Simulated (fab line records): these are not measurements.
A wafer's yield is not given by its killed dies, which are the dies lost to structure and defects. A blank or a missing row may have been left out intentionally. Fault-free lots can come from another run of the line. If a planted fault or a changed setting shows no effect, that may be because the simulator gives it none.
A single fault, viewed from 2 desks / flow berkeley-cmos170 / each desk has only its own numbers; what lay behind them comes last

== FOR THE TOOL OWNER'S DESK: implanter-01 ==
The tool's own readings at UCB170_NLDD_IMPLANT_08: means of the sampled wafers that have a number, for each lot that ran on this tool. Marked OUT: a lot whose mean sits more than 4 standard deviations from the usual mean, which makes it out of limits; the brackets give that distance.
Columns: A = dose-ions-cm2 at UCB170_NLDD_IMPLANT_08, usual 5e+13; B = faraday-current-uA at UCB170_NLDD_IMPLANT_08, usual 158; C = rotation-deg at UCB170_NLDD_IMPLANT_08, usual 0.002 degrees
lot=L290; first seen here=day 6 20:16; A=5e+13; B=161; C=-0.042
lot=L299; first seen here=day 7 23:10; A=5e+13; B=154; C=-0.014
lot=L300; first seen here=day 8 11:32; A=8e+13 (+99 or more) OUT; B=238 (+25) OUT; C=-0.007
lot=L301; first seen here=day 8 18:31; A=8e+13 (+99 or more) OUT; B=243 (+27) OUT; C=0.004
This desk's finding: out of limits on L300, L301; first on L300, day 8 11:32 (dose-ions-cm2 at UCB170_NLDD_IMPLANT_08). L290, L299 stayed within limits.

== THE METROLOGY DESK ==
What the gauges read for every lot (on any tool): the sampled wafers with a number, averaged. Marked OUT: a lot whose mean sits more than 4 standard deviations from the usual mean, which makes it out of limits; the brackets give that distance.
Columns: A = PWELL_OVL at UCB170_PWELL_OVL_MEAS_13, usual -2 nm; B = PFIELD_OVL at UCB170_PFIELD_OVL_MEAS_06, usual -3 nm; C = NLDD_TW at UCB170_NLDD_TW_MEAS_11, usual 2234; D = NLDD_RS at UCB170_SDANNEAL_RS_MEAS_05, usual 615.7 ohm/sq
lot=L290; first seen here=day 3 11:55; A=-8; B=-4; C=2253; D=616.6
lot=L292; first seen here=day 3 21:11; A=0; B=4; C=2253; D=616.3
lot=L293; first seen here=day 3 21:26; A=-5; B=-7; C=2222; D=615.7
lot=L295; first seen here=day 4 11:43; A=-4; B=1; C=2223; D=616.4
lot=L299; first seen here=day 4 20:31; A=-1; B=-1; C=2249; D=614.3
lot=L300; first seen here=day 5 03:03; A=1; B=-10; C=2399 (+13) OUT; D=525.8 (-69) OUT
lot=L301; first seen here=day 5 10:12; A=-2; B=0; C=2357 (+9.5) OUT; D=526.6 (-69) OUT
lot=L306; first seen here=day 6 12:31; A=3; B=-4; C=2223; D=616.0
lot=L305; first seen here=day 6 12:42; A=0; B=-2; C=2225; D=616.4
lot=L307; first seen here=day 6 23:07; A=-1; B=-1; C=2232; D=615.2
lot=L308; first seen here=day 7 03:50; A=-4; B=0; C=2247; D=614.1
lot=L309; first seen here=day 7 11:17; A=-2; B=-6; C=2247; D=614.8
lot=L311; first seen here=day 7 15:20; A=-5; B=-3; C=2238; D=617.3
lot=L312; first seen here=day 8 00:56; A=-4; B=-2; C=2218; D=615.7
This desk reports L300, L301 out of limits; the earliest was L300 at day 8 11:56 (NLDD_TW at UCB170_NLDD_TW_MEAS_11). L290, L292, L293, L295, L299, L306, L305, L307, L308, L309, L311, L312 stayed within limits.

== PUT TOGETHER ==
The tool owner's desk could have raised an alarm at day 8 11:32, on L300, L301.
The metrology desk could have raised an alarm at day 8 11:56, on L300, L301.
On implanter-01, each named lot ran UCB170_NLDD_IMPLANT_08.

== WHAT THE SIMULATOR PUT IN ==
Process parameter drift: implanter-01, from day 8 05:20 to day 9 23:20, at UCB170_NLDD_IMPLANT_08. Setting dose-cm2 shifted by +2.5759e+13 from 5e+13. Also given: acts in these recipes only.
Struck lots among those shown: L300, L301.
Delay (hours) between the fault's onset and each desk's first out-of-limits reading: 6 at the tool owner's desk, 7 at the metrology desk.
